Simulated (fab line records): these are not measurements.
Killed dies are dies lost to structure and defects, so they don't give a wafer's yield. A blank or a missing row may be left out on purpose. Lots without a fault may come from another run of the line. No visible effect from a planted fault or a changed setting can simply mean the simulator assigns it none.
Problem report, 8D (eight disciplines) form, completed by code / flow berkeley cmos170 / the parts of the form that need people (team, actions taken, sign-off) are left out

## 1. THE PROBLEM
cd nm at UCB170_V1_CD_MEAS_12 reads a mean of 690.6 nm on 6 wafers of 2 lots; wafers without a fault read 699.9 nm with a standard deviation of 1.2. That puts it -7.8 standard deviations away from the usual mean.
The step: target cd 700 nm.
First observed at day 10 19:43: wafer L288.2, on cd sem-02. The record holds 42 wafers of 14 lots with a number at this step. Rule for "out", or "out of limits": more than 4 standard deviations from the usual mean. The rest of the wafers with a number are treated as sound.

## 2. WHAT IT IS; WHAT IT IS NOT
question=which readings at this step | is=cd nm | is not=-
question=which lots | is=L288, L291 | is not=L270, L271, L273, L274, L276, L279, L281, L282, L283, L285, L286, L292
question=which wafers of those lots | is=all that have a number | is not=-
question=read on which gauges | is=cd sem-01, cd sem-02 | is not=-
question=when | is=from day 10 19:43 | is not=up to then (33 sound wafers); but 3 sound wafers of L292 came after

## 3. SUSPECTS, AND WHAT RULES EACH OUT
Counting: a tool at a process step up to the reading stays a suspect if it ran every lot that is out and no sound lot after the first of them.
- ruled out: the gauge at UCB170_V1_CD_MEAS_12. Those wafers that are out were read across 2 gauges (cd sem-01, cd sem-02).
- litho track-01 at UCB170_V1_SOFTBAKE_08 (time 60 s): kept. It ran every lot that is out, first L288 (day 10 18:56), and no sound lot after that; its last sound lot up to then is L285 (day 10 14:32). Out on those wafers are its own readings of heater power total W, plate temp C.
Left after counting: litho track-01 at UCB170_V1_SOFTBAKE_08.

## 4. THE CAUSE (what the simulator had put in)
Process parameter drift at UCB170_V1_SOFTBAKE_08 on litho track-01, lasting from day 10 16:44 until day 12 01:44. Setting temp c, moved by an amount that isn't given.
Only this tool survived the counting.

## 5. SEQUENCE OF EFFECTS, ordered by route
Each row: a reading whose mean over the struck wafers that have a number lies more than 3 standard deviations from the usual. Readings are gone through only where the record gives a usual standard deviation; hours: the median, over the lots, of the time from a lot's start at the first step in this table giving one to that lot's start at this step; sigmas: the change measured in usual standard deviations.
hours=0; step=UCB170_V1_SOFTBAKE_08; reading=heater power total W; usual=56.80 W; on struck wafers=54.33; change=-2.47; sigmas=-50
hours=0; step=UCB170_V1_SOFTBAKE_08; reading=plate temp C; usual=130.00 C; on struck wafers=125.66; change=-4.34; sigmas=-31
hours=1; step=UCB170_V1_CD_MEAS_12; reading=cd nm; usual=699.9 nm; on struck wafers=690.6; change=-9.3; sigmas=-7.8
Here are the process steps it includes:
- UCB170_V1_SOFTBAKE_08: time 60 s.
Later steps that measure or inspect, where all struck wafers having a row at the step show a number for every such reading and not one has moved that far: UCB170_V2_CD_MEAS_12.

## 6. HOW IT WOULD HAVE BEEN CAUGHT EARLIER
In this record the first reading out of limits at a measuring or inspecting step was taken at day 10 19:43, 3 hours after the fault began at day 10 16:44.
Tool's own readings at UCB170_V1_SOFTBAKE_08, heater power total W, plate temp C: out on all struck wafers the step has rows for; an alarm limit on them would have tripped on the first.
L291, from the lots that are out (2), started UCB170_V1_SOFTBAKE_08 on litho track-01 later than day 10 19:43. A tool hold placed at that time would have kept it from harm.
